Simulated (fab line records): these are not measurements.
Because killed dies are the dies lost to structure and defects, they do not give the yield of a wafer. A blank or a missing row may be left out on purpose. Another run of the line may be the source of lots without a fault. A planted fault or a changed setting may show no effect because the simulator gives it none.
Split-lot study | flow rit-cmos | 5 lots, 23 wafers read, on a route of 202 steps

SPLIT DETAILS
At RIT_FOX2_OXIDATION_00 (target thk 350.7 nm, ox time 1130 s), the setting temp-c was moved away from the recipe's 1100 C on 15 of the 23 wafers read, by -1.5% to +2.3%. For the rest of the wafers, this setting stayed at what the recipe calls for.

FROM THE SPLIT TO THE READING: what the file shows between them, 19 steps
- RIT_FOX2_THK_MEAS_01
- RIT_FOX2_CLEAN_02: cleans in dHF, time 180 s
- RIT_FOX2_WET_ETCH_03: etches Si3N4 in H3PO4, target depth 195 nm, time 2700 s
- RIT_FOX2_THK_MEAS_90
- RIT_NWELL_IMPLANT_08 (also split here: dose-cm2)
- RIT_PWELL_IMPLANT_08 (also split here: dose-cm2)
- RIT_PWELL_STRIP_09: strips in O2, time 180 s
- RIT_PWELL_TW_MEAS_10
- RIT_WELLDRIVE_ANNEAL_00: time 14700 s
- RIT_WELLDRIVE_RS_MEAS_01: measures by four-point-probe
- RIT_WELLDRIVE_RS_MEAS_02: measures by four-point-probe
- RIT_NRETRO_SOFTBAKE_02: time 60 s (also split here: temp-c)
- RIT_NRETRO_EXPOSE_03: exposes mask M4, target cd 43900 nm
- RIT_NRETRO_PEB_04
- RIT_NRETRO_DEVELOP_05: develop time 68 s
- RIT_NRETRO_IMPLANT_08 (also split here: energy-kev)
- RIT_NRETRO_STRIP_09: strips in O2, time 180 s
- RIT_GATE_CLEAN_03: cleans in SC2, time 600 s
- RIT_GATE_CLEAN_04: cleans in dHF, time 60 s

THE READING
FIELD_OXIDE_LEFT_2_THK at RIT_FOX2_THK_MEAS_91, in nm. A value of 257 nm with a standard deviation of 6.2 nm is what fault-free wafers of this fab line usually give.

wafer  | tool, chamber at the split | temp-c as run, C | against the recipe | FIELD_OXIDE_LEFT_2_THK, nm | against lot-mates on the recipe
L074.1 | -, -                       | 1100             | recipe             | 267                        | -
L074.3 | -, -                       | 1100             | recipe             | 268                        | -
L074.4 | -, -                       | 1100             | recipe             | 263                        | -
L074.5 | -, -                       | 1100             | recipe             | 265                        | -
L074.6 | -, -                       | 1100             | recipe             | 266                        | -
L075.1 | -, -                       | 1125             | +2.3%              | 293                        | no lot-mate on the recipe
L075.2 | -, -                       | 1125             | +2.3%              | 293                        | no lot-mate on the recipe
L075.4 | -, -                       | 1125             | +2.3%              | 292                        | no lot-mate on the recipe
L075.5 | -, -                       | 1125             | +2.3%              | 293                        | no lot-mate on the recipe
L075.6 | -, -                       | 1125             | +2.3%              | 297                        | no lot-mate on the recipe
L076.3 | furnace-01, 0              | 1100             | recipe             | 266                        | -
L076.4 | furnace-01, 0              | 1100             | recipe             | 262                        | -
L076.6 | furnace-01, 0              | 1100             | recipe             | 264                        | -
L079.1 | -, -                       | 1083             | -1.5%              | 228                        | no lot-mate on the recipe
L079.2 | -, -                       | 1083             | -1.5%              | 236                        | no lot-mate on the recipe
L079.3 | -, -                       | 1083             | -1.5%              | 231                        | no lot-mate on the recipe
L079.5 | -, -                       | 1083             | -1.5%              | 232                        | no lot-mate on the recipe
L079.6 | -, -                       | 1083             | -1.5%              | 225                        | no lot-mate on the recipe
L081.1 | -, -                       | 1084             | -1.5%              | 240                        | no lot-mate on the recipe
L081.3 | -, -                       | 1084             | -1.5%              | 229                        | no lot-mate on the recipe
L081.4 | -, -                       | 1084             | -1.5%              | 231                        | no lot-mate on the recipe
L081.5 | -, -                       | 1084             | -1.5%              | 242                        | no lot-mate on the recipe
L081.6 | -, -                       | 1084             | -1.5%              | 236                        | no lot-mate on the recipe

FIT RESULTS
A straight line over all 23 wafers: FIELD_OXIDE_LEFT_2_THK changes by +16.3 nm for each +1% of temp-c; r = +0.98; the points scatter about the line by 5.4 nm.
Too few moved wafers have a lot-mate on the recipe to fit a line with each lot's own level taken away.

THE WHOLE CHAIN: every reading that the file lists as answering this split, in the file's order
step                  | what it does                        | reading                                                                           | change (the file's fit)              | r (the file's)
RIT_FOX2_OXIDATION_00 | target thk 350.7 nm, ox time 1130 s | SiO2_of_FOX2_OXIDATION_00.thk-nm (the simulator's own value, which no gauge read) | +15.9 nm for each +1% of the setting | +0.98
RIT_FOX2_THK_MEAS_01  |                                     | FOX2_OXIDE_THK                                                                    | +15.9 for each +1% of the setting    | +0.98
RIT_FOX2_THK_MEAS_90  |                                     | FIELD_OXIDE_LEFT_1_THK                                                            | +15.9 for each +1% of the setting    | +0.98
RIT_FOX2_THK_MEAS_91  |                                     | FIELD_OXIDE_LEFT_2_THK                                                            | +16.3 for each +1% of the setting    | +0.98

THE FILE'S OWN FIT
FIELD_OXIDE_LEFT_2_THK changes by +16.3 nm for each +1% of temp-c, r = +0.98.
